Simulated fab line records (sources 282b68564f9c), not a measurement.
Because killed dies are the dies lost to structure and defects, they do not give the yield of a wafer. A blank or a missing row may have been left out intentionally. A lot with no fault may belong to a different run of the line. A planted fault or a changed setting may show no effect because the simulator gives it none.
Lot-split experiment / flow ritCmos / 5 lots, 23 wafers read, on a route of 202 steps

ON THE SPLIT
At RIT_FOX2_OXIDATION_00 (target thk 350.7 nm, ox time 1130 s), the setting tempC was moved away from the recipe's 1100 C on 20 of the 23 wafers read, by -1.9% to +1.5%. This setting was run at the recipe's value on the other wafers.

FROM THE SPLIT TO THE READING: what the file shows between them, 12 steps
- RIT_FOX2_THK_MEAS_01
- RIT_FOX2_CLEAN_02: cleans in dHF, time 180 s
- RIT_FOX2_WET_ETCH_03: etches Si3N4 in H3PO4, target depth 195 nm, time 2700 s
- RIT_FOX2_THK_MEAS_90
- RIT_NWELL_IMPLANT_08 (also split here: energyKev)
- RIT_NRETRO_COAT_01: resist thk 1300 nm (also split here: spinRpm)
- RIT_NRETRO_DEVELOP_05: develop time 68 s (also split here: developTimeS)
- RIT_NRETRO_HARDBAKE_07: time 120 s
- RIT_GATE_CLEAN_01: cleans in SC1, time 600 s (also split here: timeS)
- RIT_GATE_CLEAN_02: cleans in dHF, time 30 s
- RIT_GATE_CLEAN_03: cleans in SC2, time 600 s
- RIT_GATE_CLEAN_04: cleans in dHF, time 60 s

THE READING
At RIT_FOX2_THK_MEAS_91: FIELD_OXIDE_LEFT_2_THK, given in nm. Fault-free wafers of this fab line usually give 254 nm, standard deviation 5.8 nm.

wafer=L074.1; tool, chamber at the split=-, -; tempC as run, C=1086; against the recipe=-1.3%; FIELD_OXIDE_LEFT_2_THK, nm=230; against lot-mates on the recipe=no lot-mate on the recipe
wafer=L074.2; tool, chamber at the split=-, -; tempC as run, C=1086; against the recipe=-1.3%; FIELD_OXIDE_LEFT_2_THK, nm=234; against lot-mates on the recipe=no lot-mate on the recipe
wafer=L074.4; tool, chamber at the split=-, -; tempC as run, C=1086; against the recipe=-1.3%; FIELD_OXIDE_LEFT_2_THK, nm=223; against lot-mates on the recipe=no lot-mate on the recipe
wafer=L074.5; tool, chamber at the split=-, -; tempC as run, C=1086; against the recipe=-1.3%; FIELD_OXIDE_LEFT_2_THK, nm=235; against lot-mates on the recipe=no lot-mate on the recipe
wafer=L074.6; tool, chamber at the split=-, -; tempC as run, C=1086; against the recipe=-1.3%; FIELD_OXIDE_LEFT_2_THK, nm=233; against lot-mates on the recipe=no lot-mate on the recipe
wafer=L076.1; tool, chamber at the split=-, -; tempC as run, C=1079; against the recipe=-1.9%; FIELD_OXIDE_LEFT_2_THK, nm=229; against lot-mates on the recipe=no lot-mate on the recipe
wafer=L076.2; tool, chamber at the split=-, -; tempC as run, C=1079; against the recipe=-1.9%; FIELD_OXIDE_LEFT_2_THK, nm=227; against lot-mates on the recipe=no lot-mate on the recipe
wafer=L076.3; tool, chamber at the split=-, -; tempC as run, C=1079; against the recipe=-1.9%; FIELD_OXIDE_LEFT_2_THK, nm=230; against lot-mates on the recipe=no lot-mate on the recipe
wafer=L076.4; tool, chamber at the split=-, -; tempC as run, C=1079; against the recipe=-1.9%; FIELD_OXIDE_LEFT_2_THK, nm=231; against lot-mates on the recipe=no lot-mate on the recipe
wafer=L076.6; tool, chamber at the split=-, -; tempC as run, C=1079; against the recipe=-1.9%; FIELD_OXIDE_LEFT_2_THK, nm=227; against lot-mates on the recipe=no lot-mate on the recipe
wafer=L079.1; tool, chamber at the split=furnace-01, 0; tempC as run, C=1100; against the recipe=recipe; FIELD_OXIDE_LEFT_2_THK, nm=258; against lot-mates on the recipe=-
wafer=L079.2; tool, chamber at the split=furnace-01, 0; tempC as run, C=1100; against the recipe=recipe; FIELD_OXIDE_LEFT_2_THK, nm=262; against lot-mates on the recipe=-
wafer=L079.3; tool, chamber at the split=furnace-01, 0; tempC as run, C=1100; against the recipe=recipe; FIELD_OXIDE_LEFT_2_THK, nm=264; against lot-mates on the recipe=-
wafer=L084.1; tool, chamber at the split=-, -; tempC as run, C=1117; against the recipe=+1.5%; FIELD_OXIDE_LEFT_2_THK, nm=282; against lot-mates on the recipe=no lot-mate on the recipe
wafer=L084.2; tool, chamber at the split=-, -; tempC as run, C=1117; against the recipe=+1.5%; FIELD_OXIDE_LEFT_2_THK, nm=279; against lot-mates on the recipe=no lot-mate on the recipe
wafer=L084.3; tool, chamber at the split=-, -; tempC as run, C=1117; against the recipe=+1.5%; FIELD_OXIDE_LEFT_2_THK, nm=277; against lot-mates on the recipe=no lot-mate on the recipe
wafer=L084.4; tool, chamber at the split=-, -; tempC as run, C=1117; against the recipe=+1.5%; FIELD_OXIDE_LEFT_2_THK, nm=279; against lot-mates on the recipe=no lot-mate on the recipe
wafer=L084.6; tool, chamber at the split=-, -; tempC as run, C=1117; against the recipe=+1.5%; FIELD_OXIDE_LEFT_2_THK, nm=283; against lot-mates on the recipe=no lot-mate on the recipe
wafer=L085.2; tool, chamber at the split=-, -; tempC as run, C=1087; against the recipe=-1.2%; FIELD_OXIDE_LEFT_2_THK, nm=229; against lot-mates on the recipe=no lot-mate on the recipe
wafer=L085.3; tool, chamber at the split=-, -; tempC as run, C=1087; against the recipe=-1.2%; FIELD_OXIDE_LEFT_2_THK, nm=227; against lot-mates on the recipe=no lot-mate on the recipe
wafer=L085.4; tool, chamber at the split=-, -; tempC as run, C=1087; against the recipe=-1.2%; FIELD_OXIDE_LEFT_2_THK, nm=225; against lot-mates on the recipe=no lot-mate on the recipe
wafer=L085.5; tool, chamber at the split=-, -; tempC as run, C=1087; against the recipe=-1.2%; FIELD_OXIDE_LEFT_2_THK, nm=222; against lot-mates on the recipe=no lot-mate on the recipe
wafer=L085.6; tool, chamber at the split=-, -; tempC as run, C=1087; against the recipe=-1.2%; FIELD_OXIDE_LEFT_2_THK, nm=227; against lot-mates on the recipe=no lot-mate on the recipe

FIT RESULTS
A straight line over all 23 wafers: FIELD_OXIDE_LEFT_2_THK changes by +16.7 nm for each +1% of tempC; r = +0.96; the points scatter about the line by 6.6 nm.
Too few moved wafers have a lot-mate on the recipe to fit a line with each lot's own level taken away.

THE WHOLE CHAIN: every reading that the file lists as answering this split, in the file's order
step=RIT_FOX2_OXIDATION_00; what it does=target thk 350.7 nm, ox time 1130 s; reading=SiO2_of_FOX2_OXIDATION_00.thkNm (the simulator's own value, which no gauge read); change (the file's fit)=+17.1 nm for each +1% of the setting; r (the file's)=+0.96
step=RIT_FOX2_THK_MEAS_01; what it does=; reading=FOX2_OXIDE_THK; change (the file's fit)=+17.1 for each +1% of the setting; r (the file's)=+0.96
step=RIT_FOX2_THK_MEAS_90; what it does=; reading=FIELD_OXIDE_LEFT_1_THK; change (the file's fit)=+17 for each +1% of the setting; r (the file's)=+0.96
step=RIT_FOX2_THK_MEAS_91; what it does=; reading=FIELD_OXIDE_LEFT_2_THK; change (the file's fit)=+16.8 for each +1% of the setting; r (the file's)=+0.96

THE FILE'S OWN FIT
FIELD_OXIDE_LEFT_2_THK changes by +16.8 nm for each +1% of tempC, r = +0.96.
